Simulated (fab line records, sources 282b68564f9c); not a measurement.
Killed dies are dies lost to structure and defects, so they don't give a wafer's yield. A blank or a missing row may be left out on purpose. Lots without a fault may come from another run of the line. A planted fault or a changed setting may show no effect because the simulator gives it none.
fab line records | flow rit_cmos
record lots=7 wafers=21 last_day=7
route steps=202 shown PSD@150 SDANNEAL@153 NSD@158 PLDD@159 NLDD@160 SILICIDE@161 M1@202
lots that met no fault: from a run of the same line without faults
start_h: hours from the record's first day to the start of the lot's first wafer shown | wait_h: hours since the lot's step before | " the same as in the row above | L1.1+2: a row that stands for several wafers | - no value, or no start given | * or withheld: withheld | < > ~ a bound
route shown NAME@n: a module of which the file shows steps, and the number in the route of the first | usual: mean/standard deviation of fault-free wafers | same: alike in all rows | chamber/n: place in a boat | sites: the reading at each site | _std_site: their standard deviation | _edge_site: outer sites' mean less inner sites' | radius_mm: how far each site lies from the wafer's centre | mask NAME#n: copy n | behind: the tool/chamber that last shaped the wafer | hold: why the lot was held/for how many hours/how that ended | device: the transistor (n, p or np) that didn't switch | end of line: the same wafers' tests at the end of the route | a step without rows: its recipe alone | killed: dies lost to structure and defects at the first sort, not the wafer's yield | map: a wafer's dies, x killed, . not, _ none there
set.NAME: the setting as run; set.NAME@STEP: as run at that earlier step | model.NAME: the simulator's own value behind a step, which no gauge read
lots at some steps of the route; a table a step, a row a wafer
services: from which hour (start_h, from the record's first day; less than 0 if before it) a tool's chamber was out of use, for how many hours, and why
## steps
# step RIT_PSD_IMPLANT_08
# recipe species=BF2 energy_kev=27 dose_cm2=5e+15 tilt_deg=7
# step RIT_PSD_STRIP_09
# recipe chemistry=O2 time_s=180 resist=NOVOLAK platen_temp_c=withheld power_w=500 pressure_mtorr=4000 o2_flow_sccm=4000
# usual drypump_motor_current_A=6.13/0.26
# same time_s=180
# columns lot.wafer tool chamber start_h wait_h drypump_motor_current_A rf_hours_counter_h
L259.1 plasma_asher-02 1 66.79 0.1 6.39 43
L259.2 " 0 " " 6.44 43
L259.5 " 0 " " 6.43 -
L263.1 plasma_asher-02 0 83.31 0.1 6.43 45
L263.2 " 1 " " 6.42 45
L263.6 " 1 " " 6.38 -
L264.3 plasma_asher-01 0 94.63 0.1 5.96 -
L264.4 " 1 " " 5.71 -
L264.6 " 0 " " 5.96 -
L271.2 plasma_asher-04 0 126.85 0.1 6.05 1
L271.4 " 0 " " 6.02 -
L271.5 " 0 " " 6.04 -
L273.2 plasma_asher-04 0 138.33 0.1 6.03 2
L273.3 " 0 " " 6.03 -
L273.5 " 1 " " 5.98 -
L279.1 plasma_asher-01 1 164.10 0.1 5.70 47
L279.2 " 0 " " 5.94 47
L279.3 " 0 " " 5.94 -
L280.2 plasma_asher-02 0 169.83 0.1 6.46 54
L280.3 " 0 " " 6.46 -
L280.4 " 1 " " 6.39 -
# step RIT_PSD_TW_MEAS_10
# usual PSD_TW=3429/31
# columns lot.wafer tool chamber start_h wait_h PSD_TW
L259.1 film_metro-04 - 66.97 0.1 3405
L259.2 " - " " 3390
L259.5 " - " " 3401
L263.1 film_metro-03 - 83.49 0.1 3447
L263.2 " - " " 3458
L263.6 " - " " 3463
L264.3 film_metro-03 - 94.77 0.1 3449
L264.4 " - " " 3448
L264.6 " - " " 3459
L271.2 film_metro-03 - 127.04 0.1 3475
L271.4 " - " " 3487
L271.5 " - " " 3478
L273.2 film_metro-02 - 138.52 0.1 3423
L273.3 " - " " 3412
L273.5 " - " " 3410
L279.1 film_metro-02 - 164.27 0.1 3412
L279.2 " - " " 3421
L279.3 " - " " 3422
L280.2 film_metro-03 - 170.02 0.1 3434
L280.3 " - " " 3449
L280.4 " - " " 3445
# step RIT_SDANNEAL_CLEAN_00
# recipe chemistry=SC1 mix=3:3:50 time_s=600 temp_c=75
# step RIT_SDANNEAL_CLEAN_01
# recipe chemistry=dHF dilution=50:1 time_s=30.43
# step RIT_SDANNEAL_CLEAN_02
# recipe chemistry=SC2 mix=3:3:50 time_s=600 temp_c=75 dry=n2_spin
# step RIT_SDANNEAL_RTA_03
# recipe temp_c=1050 time_s=5 idle_temp_c=600 ramp_up_c_per_s=342 ramp_down_c_per_s=171 cool_to_c=600 ambient=N2
# usual wafer_temp_C_max=1053.5/1.1
# same time_s=5
# columns lot.wafer tool chamber start_h wait_h wafer_temp_C_max
L259.1 rtp_anneal-01 0 67.57 0.0 1053.1
L259.2 " 0 " " 1051.6
L259.5 " 0 " " 1053.1
L263.1 rtp_anneal-01 0 83.92 0.0 1053.9
L263.2 " 0 " " 1053.4
L263.6 " 0 " " 1053.4
L264.3 rtp_anneal-02 0 95.21 0.0 1051.9
L264.4 " 0 " " 1053.1
L264.6 " 0 " " 1053.3
L271.2 rtp_anneal-01 0 127.50 0.0 1054.2
L271.4 " 0 " " 1055.3
L271.5 " 0 " " 1055.1
L273.2 rtp_anneal-01 0 138.96 0.0 1052.3
L273.3 " 0 " " 1053.2
L273.5 " 0 " " 1053.6
L279.1 rtp_anneal-01 0 164.91 0.0 1053.1
L279.2 " 0 " " 1052.9
L279.3 " 0 " " 1052.6
L280.2 rtp_anneal-02 0 170.67 0.0 1052.9
L280.3 " 0 " " 1052.0
L280.4 " 0 " " 1054.9
# step RIT_SDANNEAL_RS_MEAS_04
# recipe thk_meas_gauge=four-point-probe
# usual PSD_RS=115.78/0.28
# columns lot.wafer tool chamber start_h wait_h PSD_RS[ohm/sq]
L259.1 film_metro-04 - 67.63 0.0 115.97
L259.2 " - " " 115.91
L259.5 " - " " 115.84
L263.1 film_metro-02 - 83.97 0.0 115.58
L263.2 " - " " 115.66
L263.6 " - " " 115.82
L264.3 film_metro-02 - 95.29 0.1 115.82
L264.4 " - " " 115.64
L264.6 " - " " 115.82
L271.2 film_metro-04 - 127.57 0.1 115.99
L271.4 " - " " 115.79
L271.5 " - " " 115.64
L273.2 film_metro-02 - 139.03 0.1 115.73
L273.3 " - " " 115.80
L273.5 " - " " 115.59
L279.1 film_metro-03 - 164.97 0.0 115.83
L279.2 " - " " 115.98
L279.3 " - " " 115.83
L280.2 film_metro-03 - 170.74 0.1 116.00
L280.3 " - " " 115.96
L280.4 " - " " 115.62
# step RIT_SDANNEAL_RS_MEAS_05
# recipe thk_meas_gauge=four-point-probe
# usual NSD_RS=84.42/0.23
# columns lot.wafer tool chamber start_h wait_h NSD_RS[ohm/sq]
L259.1 film_metro-04 - 67.75 0.1 84.42
L259.2 " - " " 84.63
L259.5 " - " " 84.77
L263.1 film_metro-02 - 84.09 0.1 84.13
L263.2 " - " " 84.04
L263.6 " - " " 84.19
L264.3 film_metro-02 - 95.41 0.1 84.19
L264.4 " - " " 83.99
L264.6 " - " " 84.25
L271.2 film_metro-04 - 127.69 0.1 84.05
L271.4 " - " " 83.88
L271.5 " - " " 84.22
L273.2 film_metro-02 - 139.15 0.1 84.34
L273.3 " - " " 84.28
L273.5 " - " " 84.33
L279.1 film_metro-03 - 165.09 0.1 84.40
L279.2 " - " " 84.64
L279.3 " - " " 84.81
L280.2 film_metro-03 - 170.86 0.1 84.26
L280.3 " - " " 84.76
L280.4 " - " " 84.36
# step RIT_SDANNEAL_RS_MEAS_06
# recipe thk_meas_gauge=four-point-probe
# usual PLDD_RS=179.6/0.45
# columns lot.wafer tool chamber start_h wait_h PLDD_RS[ohm/sq]
L259.1 film_metro-04 - 67.87 0.1 179.6
L259.2 " - " " 180.2
L259.5 " - " " 180.0
L263.1 film_metro-02 - 84.21 0.1 180.0
L263.2 " - " " 180.4
L263.6 " - " " 180.2
L264.3 film_metro-02 - 95.53 0.1 179.6
L264.4 " - " " 179.6
L264.6 " - " " 179.7
L271.2 film_metro-04 - 127.81 0.1 179.7
L271.4 " - " " 179.7
L271.5 " - " " 179.0
L273.2 film_metro-02 - 139.27 0.1 179.3
L273.3 " - " " 179.2
L273.5 " - " " 179.3
L279.1 film_metro-03 - 165.21 0.1 180.0
L279.2 " - " " 179.4
L279.3 " - " " 180.0
L280.2 film_metro-03 - 170.98 0.1 179.6
L280.3 " - " " 179.6
L280.4 " - " " 179.0
# step RIT_SDANNEAL_RS_MEAS_07
# recipe thk_meas_gauge=four-point-probe
# usual NLDD_RS=151.5/0.51
# columns lot.wafer tool chamber start_h wait_h NLDD_RS[ohm/sq]
L259.1 film_metro-04 - 67.99 0.1 151.3
L259.2 " - " " 152.0
L259.5 " - " " 152.1
L263.1 film_metro-02 - 84.33 0.1 151.4
L263.2 " - " " 151.1
L263.6 " - " " 151.8
L264.3 film_metro-02 - 95.65 0.1 152.1
L264.4 " - " " 152.2
L264.6 " - " " 152.4
L271.2 film_metro-04 - 127.93 0.1 151.7
L271.4 " - " " 151.8
L271.5 " - " " 151.4
L273.2 film_metro-02 - 139.39 0.1 151.8
L273.3 " - " " 150.9
L273.5 " - " " 151.2
L279.1 film_metro-03 - 165.33 0.1 150.8
L279.2 " - " " 151.4
L279.3 " - " " 150.9
L280.2 film_metro-03 - 171.10 0.1 151.6
L280.3 " - " " 151.8
L280.4 " - " " 151.9
# step RIT_SILICIDE_WET_ETCH_00
# recipe chemistry=BOE target=SiO2 target_depth_nm=14 time_s=15 dry=n2_spin dilution=10:1 temp_c=21.5
# step RIT_SILICIDE_SPUTTER_01
# recipe material=Ti target_thk_nm=30 power_w=358.6 chamber_pressure_pa=0.667 gas=Ar time_s=240 substrate_temp_c=25
# usual throttle_valve_pct=30.4/0.94
# same time_s=240
# columns lot.wafer tool chamber start_h wait_h throttle_valve_pct
L259.1 pvd_sputter-01 - 68.12 0.0 29.6
L259.2 " - " " 31.0
L259.5 " - " " 31.2
L263.1 pvd_sputter-04 - 84.47 0.0 29.3
L263.2 " - " " 32.7
L263.6 " - " " 29.4
L264.3 pvd_sputter-01 - 95.74 0.0 30.9
L264.4 " - " " 30.4
L264.6 " - " " 29.9
L271.2 pvd_sputter-04 - 128.04 0.0 30.9
L271.4 " - " " 32.7
L271.5 " - " " 29.3
L271.2 pvd_sputter-04 - 128.36 0.2 30.8
L271.4 " - " " 32.7
L271.5 " - " " 29.4
L273.2 pvd_sputter-04 - 139.50 0.0 29.5
L273.3 " - " " 30.8
L273.5 " - " " 30.8
L273.2 pvd_sputter-04 - 139.82 0.2 29.4
L273.3 " - " " 30.7
L273.5 " - " " 30.8
L279.1 pvd_sputter-01 - 165.46 0.0 30.1
L279.2 " - " " 30.8
L279.3 " - " " 31.1
L279.1 pvd_sputter-01 - 165.78 0.2 30.4
L279.2 " - " " 30.6
L279.3 " - " " 30.9
L280.2 pvd_sputter-02 - 171.24 0.0 29.9
L280.3 " - " " 30.2
L280.4 " - " " 32.6
# step RIT_SILICIDE_RS_MEAS_02
# recipe thk_meas_gauge=four-point-probe reads=Ti_of_SILICIDE_SPUTTER_01
# usual SILICIDE_TI_RS=46.2/0.72
# columns lot.wafer tool chamber start_h wait_h SILICIDE_TI_RS[ohm/sq]
L259.1 film_metro-03 - 68.27 0.1 46.2
L259.2 " - " " 45.2
L259.5 " - " " 45.7
L263.1 film_metro-03 - 84.62 0.1 47.8
L263.2 " - " " 47.4
L263.6 " - " " 47.9
L264.3 film_metro-01 - 95.93 0.1 46.4
L264.4 " - " " 45.9
L264.6 " - " " 45.9
L271.2 film_metro-03 - 128.53 0.1 19.6
L271.4 " - " " 19.6
L271.5 " - " " 19.9
L273.2 film_metro-01 - 139.99 0.1 20.2
L273.3 " - " " 19.5
L273.5 " - " " 19.7
L279.1 film_metro-03 - 165.93 0.1 19.4
L279.2 " - " " 19.6
L279.3 " - " " 19.4
L280.2 film_metro-03 - 171.41 0.1 47.0
L280.3 " - " " 46.4
L280.4 " - " " 47.8
# step RIT_SILICIDE_THK_MEAS_03
# recipe thk_meas_gauge=xrf reads=Ti_of_SILICIDE_SPUTTER_01
# usual SILICIDE_TI_THK=31.3/0.4
# columns lot.wafer tool chamber start_h wait_h SILICIDE_TI_THK[nm]
L259.1 film_metro-03 - 68.39 0.1 31.3
L259.2 " - " " 31.9
L259.5 " - " " 31.6
L263.1 film_metro-03 - 84.74 0.1 30.5
L263.2 " - " " 30.8
L263.6 " - " " 30.4
L264.3 film_metro-01 - 96.03 0.1 31.2
L264.4 " - " " 31.6
L264.6 " - " " 31.6
L271.2 film_metro-03 - 128.64 0.1 62.5
L271.4 " - " " 62.9
L271.5 " - " " 62.5
L273.2 film_metro-01 - 140.10 0.1 61.3
L273.3 " - " " 63.1
L273.5 " - " " 62.7
L279.1 film_metro-03 - 166.05 0.1 63.5
L279.2 " - " " 63.1
L279.3 " - " " 63.6
L280.2 film_metro-03 - 171.52 0.1 30.9
L280.3 " - " " 31.1
L280.4 " - " " 30.5
# step RIT_SILICIDE_RTA_04
# recipe temp_c=650 time_s=10 idle_temp_c=25 ramp_up_s=5 ramp_down_s=5 cool_to_c=25 ambient=N2
# usual wafer_temp_C_max=653.2/0.61
# same time_s=10
# columns lot.wafer tool chamber start_h wait_h wafer_temp_C_max
L259.1 rtp_anneal-02 0 68.45 0.1 653.2
L259.2 " 0 " " 653.9
L259.5 " 0 " " 653.8
L263.1 rtp_anneal-02 0 84.80 0.1 654.0
L263.2 " 0 " " 653.2
L263.6 " 0 " " 655.4
L264.3 rtp_anneal-01 0 96.09 0.1 652.6
L264.4 " 0 " " 652.7
L264.6 " 0 " " 652.9
L271.2 rtp_anneal-02 0 128.70 0.1 653.7
L271.4 " 0 " " 653.8
L271.5 " 0 " " 653.0
L273.2 rtp_anneal-02 0 140.16 0.1 655.4
L273.3 " 0 " " 654.2
L273.5 " 0 " " 652.3
L279.1 rtp_anneal-02 0 166.11 0.1 653.6
L279.2 " 0 " " 653.5
L279.3 " 0 " " 652.9
L280.2 rtp_anneal-01 0 171.58 0.1 653.4
L280.3 " 0 " " 654.0
L280.4 " 0 " " 652.8
# step RIT_M1_PROBE_99
# usual killed_at_contacts=0.1/0.23 killed_at_front_end=6.6/2.8 killed_dies=6.6/2.8 killed_open=3.3/2 killed_short=3.2/1.7
# same gross_dies=264 killed_at_M0_to_M3=0 killed_at_M4_up=0 killed_at_back_side=0 killed_at_other=0
# columns lot.wafer tool chamber start_h wait_h killed_at_contacts killed_at_front_end killed_dies killed_open killed_short
L263.1 prober-02 - 91.75 0.1 0 9 9 7 2
L263.2 prober-02 - 91.80 0.1 0 11 11 7 4
L263.6 prober-02 - 92.00 0.2 0 9 9 5 4
L271.2 prober-02 - 135.49 0.1 1 6 7 4 3
L271.4 prober-02 - 135.59 0.2 0 6 6 2 4
L271.5 prober-02 - 135.64 0.2 0 4 4 0 4
L273.2 prober-02 - 146.91 0.1 0 8 8 4 2
L273.3 prober-02 - 146.96 0.2 0 8 8 4 4
L273.5 prober-02 - 147.06 0.2 0 11 11 5 4
L279.1 prober-02 - 173.76 0.1 1 7 8 4 4
L279.2 prober-02 - 173.81 0.1 0 4 4 1 3
L279.3 prober-02 - 173.86 0.2 0 9 9 3 6
# killed by level:class
L263.1 FOX2:geometric_particle:open=3 FOX1:geometric_particle:open=2 GATE:geometric_particle:open=2 FOX1:geometric_particle:short=1 SPACER:geometric_particle:short=1
L263.2 GATE:geometric_particle:open=5 FOX1:geometric_particle:short=2 FOX1:geometric_particle:open=2 GATE:geometric_particle:short=1 REOX:geometric_particle:short=1
L263.6 FOX1:geometric_particle:open=3 FOX1:geometric_particle:short=1 GATE:geometric_particle:open=1 REOX:geometric_particle:short=1 REOX:geometric_particle:open=1 SPACER:geometric_particle:short=1 SILICIDE:geometric_particle:short=1
L271.2 FOX1:geometric_particle:short=1 FOX1:geometric_particle:open=1 FOX2:geometric_particle:open=1 REOX:geometric_particle:open=1 SPACER:geometric_particle:short=1 SILICIDE:geometric_particle:short=1 CONTACT:geometric_particle:open=1
L271.4 FOX1:geometric_particle:short=2 FOX1:geometric_particle:open=1 SPACER:geometric_particle:short=1 SILICIDE:geometric_particle:short=1 SILICIDE:geometric_particle:open=1
L271.5 FOX1:geometric_particle:short=2 FOX2:geometric_particle:short=1 SILICIDE:geometric_particle:short=1
L273.2 NLDD:coat_microbubble_printed=2 FOX1:geometric_particle:short=1 GATE:geometric_particle:open=1 REOX:geometric_particle:open=1 SPACER:geometric_particle:open=1 SILICIDE:geometric_particle:open=1 SILICIDE:geometric_particle:short=1
L273.3 GATE:geometric_particle:open=3 GATE:geometric_particle:short=2 FOX2:geometric_particle:short=1 REOX:geometric_particle:short=1 REOX:geometric_particle:open=1
L273.5 GATE:geometric_particle:open=4 GATE:geometric_particle:short=3 NLDD:coat_microbubble_printed=2 SILICIDE:geometric_particle:open=1 SILICIDE:geometric_particle:short=1
L279.1 GATE:geometric_particle:open=2 REOX:geometric_particle:short=2 FOX1:geometric_particle:open=1 FOX2:geometric_particle:short=1 GATE:geometric_particle:short=1 CONTACT:geometric_particle:open=1
L279.2 SILICIDE:geometric_particle:short=2 FOX1:geometric_particle:open=1 GATE:geometric_particle:short=1
L279.3 GATE:geometric_particle:short=2 REOX:geometric_particle:short=2 FOX1:geometric_particle:short=1 FOX2:geometric_particle:open=1 GATE:geometric_particle:open=1 SILICIDE:geometric_particle:short=1 SILICIDE:geometric_particle:open=1
## services
# columns tool chamber start_h hours kind
pvd_sputter-01 - 46.64 0.7 repair
plasma_asher-02 - 47.53 0.5 repair
plasma_asher-04 - 108.75 9.0 pm
plasma_asher-04 0 108.75 9.0 vent_cycle
plasma_asher-04 1 108.75 9.0 vent_cycle
plasma_asher-04 0 117.75 - clean
plasma_asher-04 1 117.75 - clean
plasma_asher-02 - 121.22 0.5 repair
plasma_asher-01 - 134.42 1.8 repair
pvd_sputter-04 - 164.15 2.6 repair
## key
first_sign step=RIT_SILICIDE_SPUTTER_01 reading=visit direction=added
effect step=RIT_SILICIDE_RS_MEAS_02 reading=SILICIDE_TI_RS direction=down sigmas=37 usual=46.2 struck=19.7
effect step=RIT_SILICIDE_THK_MEAS_03 reading=SILICIDE_TI_THK direction=up sigmas=79 usual=31.3 struck=62.8
met_at RIT_SILICIDE_SPUTTER_01
struck_wafers L271.2,L271.4,L271.5,L273.2,L273.3,L273.5,L279.1,L279.2,L279.3
tester_left_out L271,L273,L279
fault kind=repeated_step_whole tool=pvd_sputter-01,pvd_sputter-02,pvd_sputter-04 chamber=- onset_h=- steps=RIT_SILICIDE_SPUTTER_01 times=1 scope=struck_lots_only
# tester_left_out: of these lots the tester's yield and bins aren't shown, on N5 and GAA mostly nor the transistor test; their killed dies are dies lost to structure and defects alone, not to doping, threshold or leakage, so they don't give the yield
